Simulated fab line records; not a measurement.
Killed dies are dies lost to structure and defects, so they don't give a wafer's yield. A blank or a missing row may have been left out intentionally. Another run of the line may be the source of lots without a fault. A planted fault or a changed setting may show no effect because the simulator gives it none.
Struck lot and sound lot, side by side :: flow rit-cmos :: 17 steps out of a route of 202
Sound: these wafers, L755.2, L755.3, L755.6. Wafers struck: L749.3, L749.4, L749.6. The cause is given at the end.
Order at every step that has rows: each side's tool, ch and its chambers, its first start. Under that, the readings that differ: sound wafers :: struck wafers :: difference of the means :: sigmas: that difference in standard deviations of wafers without a fault.
alike: readings whose means differ by less than 2 such deviations, and words and numbers that are the same on both sides. not compared: withheld readings, readings that some wafer has no value for, bounds like >300 that may hide the same value, and numbers for which the record gives no deviation and whose values overlap.
Wherever a step has rows on one side only, a row that says differs or no value, or a row with sigmas, the two part there. When numbers do not overlap yet have no deviation, they are printed without sigmas and do not part them. A reading missing from all wafers of one side parts the sides only when that side holds two or more wafers.

RIT_ACTIVE_BOW_MEAS_00:
  sound on film-metro-04, day 4 03:01; struck on film-metro-03, day 2 21:02
  alike: INCOMING_BOW
then, 1 step without rows for these wafers: RIT_ACTIVE_OXIDATION_01 (target thk 46.8 nm, ox time 3360 s).
RIT_ACTIVE_THK_MEAS_02:
  sound on film-metro-03, day 4 05:04; struck on film-metro-01, day 2 23:04
  alike: ACTIVE_OXIDE_THK
RIT_ACTIVE_CVD_03: deposits Si3N4 from SiH2Cl2/NH3, target thk 150 nm, time 1500 s.
  sound on lpcvd-02 ch 1, day 4 05:07; struck on lpcvd-02 ch 0, day 2 23:07
  no value came back on the struck wafers for any of 5 readings (nh3-flow-sccm (sccm), pressure-mtorr (mTorr) and others); on the sound wafers nh3-flow-sccm (sccm) reads 150.5 150.0 150.1
then, 6 steps without rows for these wafers: RIT_ACTIVE_HMDS_05 (prime time 60 s); RIT_ACTIVE_COAT_06 (resist thk 1000 nm); RIT_ACTIVE_SOFTBAKE_07 (time 60 s); RIT_ACTIVE_EXPOSE_08 (exposes mask M1, target cd 1400 nm); RIT_ACTIVE_PEB_09; RIT_ACTIVE_DEVELOP_10 (develop time 50 s).
RIT_ACTIVE_CD_MEAS_11: the cd target is 1400 nm.
  sound on cd-sem-02, day 4 08:10; struck on cd-sem-02, day 3 02:19
  alike: cd-nm
then, 1 step without rows for these wafers: RIT_ACTIVE_HARDBAKE_12 (time 60 s).
RIT_ACTIVE_ETCH_13: etches Si3N4 in SF6, stops on SiO2, time 210 s, target depth 210 nm.
  sound on rie-diel-04 ch 0,1,3, day 4 08:25; struck on rie-diel-04 ch 0,1,3, day 3 02:32
  alike: SF6_flow_sccm, drypump-motor-current-A, oes-product-au, throttle-valve-pct
  not compared: rf-hours-counter-h, model.ACTIVE.feature-depth-nm, model.etch.depth-nm
RIT_ACTIVE_STRIP_14: strips in O2, time 180 s.
  sound on plasma-asher-02 ch 0,1, day 4 08:33; struck on plasma-asher-03 ch 0,1, day 3 02:44
  alike: drypump-motor-current-A, o2-flow-sccm
  not compared: rf-hours-counter-h
RIT_ACTIVE_CD_MEAS_90: the cd target is 1400 nm.
  sound on cd-sem-02, day 4 08:45; struck on cd-sem-01, day 3 02:53
reading: cd-nm (nm)
sound: 1399.9 1397.2 1399.9
struck: - - -
difference: no value on the struck wafers
sigmas: 
then, 1 step without rows for these wafers: RIT_ACTIVE_CLEAN_15 (cleans in SC1, time 600 s).
RIT_M1_PROBE_99:
  sound on prober-01, day 6 14:01; struck on prober-01, day 4 23:13
reading: killed-at-front-end
sound: 5 9 6
struck: 264 264 264
difference: +257
sigmas: +86

reading: killed-dies
sound: 5 9 6
struck: 264 264 264
difference: +257
sigmas: +83

reading: killed-on-rim
sound: 0 4 2
struck: 70 70 70
difference: +68
sigmas: +45
  alike: killed-open, killed-short

WHERE THEY PART
First at RIT_ACTIVE_CVD_03; last, within this record, at RIT_M1_PROBE_99.

WHY: the cause the simulator had injected
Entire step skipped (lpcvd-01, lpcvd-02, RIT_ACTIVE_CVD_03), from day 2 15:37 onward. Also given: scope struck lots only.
